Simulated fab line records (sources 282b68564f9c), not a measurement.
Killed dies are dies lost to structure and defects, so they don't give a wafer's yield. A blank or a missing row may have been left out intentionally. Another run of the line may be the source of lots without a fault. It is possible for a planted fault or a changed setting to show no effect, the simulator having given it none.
Matching of chambers	flow rit cmos	RIT_CONTACT_ETCH_11 on rie diel-03 has 4 sister chambers
The step etches SiO2 in CHF3/CF4/Ar, stops on TiSi2, target depth 480 nm, time 320 s. 16 wafers are shown with their chamber, then 8 later ones without.

== EACH WAFER AND ITS CHAMBER ==
wafer	chamber	drypump motor current A (A)	throttle valve pct (%)	oes product au (a.u.)
L876.2	2	6.0	8.66	0.987
L876.3	1	6.2	8.61	0.994
L876.4	0	5.5	8.79	1.001
L877.1	0	5.5	8.82	1.002
L877.2	1	6.1	8.60	0.995
L877.5	2	6.0	8.66	0.989
L881.1	0	5.5	8.81	1.001
L881.3	2	6.0	8.65	0.994
L881.6	3	5.6	8.93	0.966
L883.2	3	5.6	8.92	0.975
L883.3	2	6.0	8.67	0.989
L883.6	1	6.2	8.62	1.012
L884.1	2	6.0	8.64	0.984
L884.5	1	6.2	8.60	0.993
L884.6	0	5.5	8.80	1.007
L886.1	0	5.5	8.81	1.002

SIGNATURES (means of the wafers above)
reading	chamber 0	chamber 1	chamber 2	chamber 3	scatter within a chamber
drypump motor current A	5.500	6.175	6.000	5.600	0.025
throttle valve pct	8.8060	8.6075	8.6560	8.9250	0.0107
oes product au	1.00260	0.99850	0.98860	0.97050	0.00551
Rule: for each reading, subtract the chamber's mean from the wafer's reading, divide by that reading's scatter and square the result; add these up over the readings and take the root, which gives the wafer's distance from the chamber. The wafer belongs to the nearest chamber; if the next one is less than 2 further off, it can't be placed. How the scatter is found: for the shown wafers, subtract from each reading the mean of its chamber, square and add these, divide the total by (wafers less chambers), then take the root.

== WAFERS WITH NO CHAMBER GIVEN ==
wafer	drypump motor current A (A)	throttle valve pct (%)	oes product au (a.u.)
L886.3	5.5	8.93	0.963
L886.6	6.2	8.62	0.990
L887.1	5.5	8.80	1.008
L887.2	6.2	8.61	1.001
L887.6	5.5	8.82	1.002
L897.1	6.1	8.61	0.992
L897.5	5.6	8.93	0.965
L897.6	5.5	8.81	1.007

== WHICH CHAMBER EACH WENT THROUGH ==
wafer	from the rows above	in truth
L886.3	3	3
L886.6	1	1
L887.1	0	0
L887.2	1	1
L887.6	0	0
L897.1	1	1
L897.5	3	3
L897.6	0	0
Correct placement for 8 of the 8. Left unplaced by these rows: 0. Placed wrongly: 0.
